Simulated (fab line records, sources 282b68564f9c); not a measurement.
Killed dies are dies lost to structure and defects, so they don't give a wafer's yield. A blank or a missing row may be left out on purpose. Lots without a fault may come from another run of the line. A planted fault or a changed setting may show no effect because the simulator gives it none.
Problem report in the 8D (eight disciplines) form, filled by code | flow rit_cmos | the parts of the form that need people (team, actions taken, sign-off) are left out

1. THE PROBLEM
killed_at_front_end at RIT_M1_PROBE_99 reads a mean of 35.3 on 6 wafers of 2 lots; wafers without a fault read 7.2 with a standard deviation of 2.5. That is +11 standard deviations from the usual mean.
First seen on wafer L651.1, day 5 22:09, on prober-01. The record holds 18 wafers of 6 lots with a number at this step. Rule for "out", or "out of limits": more than 4 standard deviations from the usual mean. The other wafers with a number count as sound.

2. WHAT IT IS AND WHAT IT IS NOT
question                    | is                               | is not
which readings at this step | killed_at_front_end, killed_dies | killed_open, killed_short
which lots                  | L651, L653                       | L642, L644, L654, L655
which wafers of those lots  | all that have a number           | -
read on which tools         | prober-01                        | prober-02
when                        | from day 5 22:09                 | up to then (6 sound wafers); but 6 sound wafers of L654, L655 came after

3. SUSPECTS, AND WHAT RULES EACH OUT
Counting: a tool at a process step up to the reading stays a suspect if it ran every lot that is out and no sound lot after the first of them.
- rie_diel-03 at RIT_ACTIVE_ETCH_13 (etches Si3N4 in SF6, stops on SiO2, time 210 s, target depth 210 nm): ruled out as a lasting fault. Sound lots L655 ran on it after its first lot that is out, L651 (day 3 21:59).
- wet_bench-04 at RIT_ACTIVE_CLEAN_16 (cleans in dHF, time 30 s): kept. It ran every lot that is out, first L651 (day 3 22:37), and no sound lot after that; its last sound lot up to then is L644 (day 2 12:20).
- litho_track-03 at RIT_PWELL_SOFTBAKE_02 (time 62.36 s): ruled out as a lasting fault. Sound lots L654, L655 ran on it after its first lot that is out, L651 (day 4 07:43).
- prober-01 at RIT_M1_PROBE_99: ruled out as a lasting fault. Sound lots L655 ran on it after its first lot that is out, L651 (day 5 22:09).
Left after counting: wet_bench-04 at RIT_ACTIVE_CLEAN_16.

4. THE CAUSE (what the simulator had put in)
Chamber particle source: wet_bench-04, from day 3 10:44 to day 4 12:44, at RIT_ACTIVE_CLEAN_16. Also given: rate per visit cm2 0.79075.
Counting left only this tool.

5. THE CHAIN OF EFFECTS, in route order
Each row: a reading whose mean over the struck wafers that have a number lies more than 3 standard deviations from the usual. Only readings for which the record gives a usual standard deviation are gone through. hours: the time from each lot's start at the first step in this table that gives one to its start at this step, as a median over the lots. sigmas: the change in usual standard deviations.
hours | step            | reading             | usual | on struck wafers | change | sigmas
0     | RIT_M1_PROBE_99 | killed_at_front_end | 7.2   | 35.3             | +28.1  | +11
0     | RIT_M1_PROBE_99 | killed_dies         | 7.3   | 35.3             | +28.0  | +11
The process steps in it:
- RIT_M1_PROBE_99

6. WHAT WOULD HAVE CAUGHT IT SOONER
In this record the first reading out of limits was taken at day 5 22:09, 59 hours after the fault began at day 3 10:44.
All the lots that are out (2) had begun RIT_ACTIVE_CLEAN_16 on wet_bench-04 by day 5 22:09. A hold on the tool at that time would have spared none of them.
